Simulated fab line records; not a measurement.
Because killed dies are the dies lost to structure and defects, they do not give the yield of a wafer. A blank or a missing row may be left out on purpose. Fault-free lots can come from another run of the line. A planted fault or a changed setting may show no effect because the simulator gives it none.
A sampling plan put to the test	flow rit-cmos	one line in one fab, 13 faults in these records, each fault weighed on the records of the lots it struck
The plan is the line's own looks: the steps of the route at which a gauge or an inspection reads the wafer and doesn't change it. Where struck wafers have a number at a look and the file lists that look's usual mean and standard deviation on fault-free wafers, the look can be judged. Caught: 4 or more of those standard deviations (sigma) separate the usual mean from the mean of the struck wafers at a look after the fault's first step. On the tool: the identical test, applied to the tool's own readings at the steps of the fault. A different recipe on the struck wafers counts as caught too, as does a record blank only for those wafers.

THE FAULTS, as the simulator had put them in
1. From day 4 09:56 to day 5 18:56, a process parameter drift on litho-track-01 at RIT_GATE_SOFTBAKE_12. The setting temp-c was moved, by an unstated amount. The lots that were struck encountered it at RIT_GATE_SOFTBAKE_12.
2. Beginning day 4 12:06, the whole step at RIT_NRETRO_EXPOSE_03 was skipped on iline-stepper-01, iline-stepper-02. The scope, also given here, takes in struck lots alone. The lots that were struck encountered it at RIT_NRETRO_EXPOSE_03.
3. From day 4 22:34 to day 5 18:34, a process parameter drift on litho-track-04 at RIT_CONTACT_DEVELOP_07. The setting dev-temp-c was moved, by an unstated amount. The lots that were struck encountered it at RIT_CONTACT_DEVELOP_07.
4. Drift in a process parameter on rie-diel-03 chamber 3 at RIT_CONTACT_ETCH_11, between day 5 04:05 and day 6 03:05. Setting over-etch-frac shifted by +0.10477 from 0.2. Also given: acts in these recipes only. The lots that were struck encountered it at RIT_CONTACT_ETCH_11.
5. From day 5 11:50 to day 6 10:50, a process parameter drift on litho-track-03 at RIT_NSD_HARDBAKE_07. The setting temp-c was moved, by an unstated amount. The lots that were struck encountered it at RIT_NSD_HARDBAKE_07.
6. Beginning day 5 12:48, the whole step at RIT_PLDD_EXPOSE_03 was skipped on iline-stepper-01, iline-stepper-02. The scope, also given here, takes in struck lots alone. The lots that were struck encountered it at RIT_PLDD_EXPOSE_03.
7. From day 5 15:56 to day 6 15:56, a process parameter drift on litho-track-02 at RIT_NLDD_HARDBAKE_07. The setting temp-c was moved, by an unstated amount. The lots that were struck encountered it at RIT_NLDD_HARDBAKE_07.
8. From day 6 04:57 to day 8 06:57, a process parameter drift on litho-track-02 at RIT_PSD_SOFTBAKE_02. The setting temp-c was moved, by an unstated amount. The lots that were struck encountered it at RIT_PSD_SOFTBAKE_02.
9. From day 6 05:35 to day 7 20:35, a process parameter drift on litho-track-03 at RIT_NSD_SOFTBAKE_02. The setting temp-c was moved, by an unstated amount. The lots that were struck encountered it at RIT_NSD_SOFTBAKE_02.
10. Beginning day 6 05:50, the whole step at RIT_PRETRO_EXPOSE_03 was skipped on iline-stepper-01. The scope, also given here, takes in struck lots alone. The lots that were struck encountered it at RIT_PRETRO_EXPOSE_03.
11. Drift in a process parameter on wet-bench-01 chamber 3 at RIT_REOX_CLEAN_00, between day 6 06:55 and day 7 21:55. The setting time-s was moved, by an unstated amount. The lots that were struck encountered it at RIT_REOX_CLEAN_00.
12. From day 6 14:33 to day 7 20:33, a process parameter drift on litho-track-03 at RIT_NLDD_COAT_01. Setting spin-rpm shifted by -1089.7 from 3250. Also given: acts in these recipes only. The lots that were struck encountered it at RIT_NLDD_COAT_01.
13. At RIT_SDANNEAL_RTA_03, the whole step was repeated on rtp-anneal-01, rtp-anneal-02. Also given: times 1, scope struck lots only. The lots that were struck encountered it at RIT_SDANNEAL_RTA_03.

WHAT THE PLAN SAW
fault	on the tool itself	first look that catches it	reading, sigma	median hours from its first step to that look	hours from the fault's start to the first struck lot there	judged looks passed uncaught
1	heater-power-total-W +9.8 sigma	no look after it can be judged	-	-	-	0
2	no reading that can be judged	no look after it can be judged	-	-	-	0
3	developer-temp-C +23 sigma	RIT_CONTACT_CD_MEAS_08	cd-nm -6.1	0.8	8	0
4	under 2 sigma	no look after it can be judged	-	-	-	0
5	heater-power-total-W -50 sigma	no look after it can be judged	-	-	-	0
6	no reading that can be judged	no look after it can be judged	-	-	-	0
7	heater-power-total-W -23 sigma	no look after it can be judged	-	-	-	0
8	heater-power-total-W +52 sigma	no look after it can be judged	-	-	-	0
9	heater-power-total-W -41 sigma	no look after it can be judged	-	-	-	0
10	no reading that can be judged	not the one look that can be judged after it	-	-	-	1
11	run-length-s -22 sigma	no look after it can be judged	-	-	-	0
12	spin-speed-rpm -99 or beyond sigma	no look after it can be judged	-	-	-	0
13	under 2 sigma	not the one look that can be judged after it	-	-	-	1
Dash: fault not caught, or number not given in these records.

Caught at a look: 1 of 13. Caught on the tool: 8 of 13. By one or the other: 8 of 13.
Caught on the tool alone: faults 1, 5, 7, 8, 9, 11, 12.
Caught by neither: faults 2, 4, 6, 10, 13.

THINNER SAMPLING
If the look that catches a fault measured only every second or every third lot, by lot number, the first struck lot would be measured this late in the worst case:
fault	struck lots at that look, in order of time	every lot	every second lot	every third lot
3	L441, L442	8 h	13 h	may miss all 2
Hours: fault start to first struck lot measured. 4 sigma limit: tested on the pooled struck wafers, so a lone lot may be under it. Other struck lots may not be in these records.

THE LONGEST TIMED WAY FROM STEP TO LOOK
For fault 3, RIT_CONTACT_DEVELOP_07 and RIT_CONTACT_CD_MEAS_08 are separated by a median of 0.8 hours. No look between them can be judged.
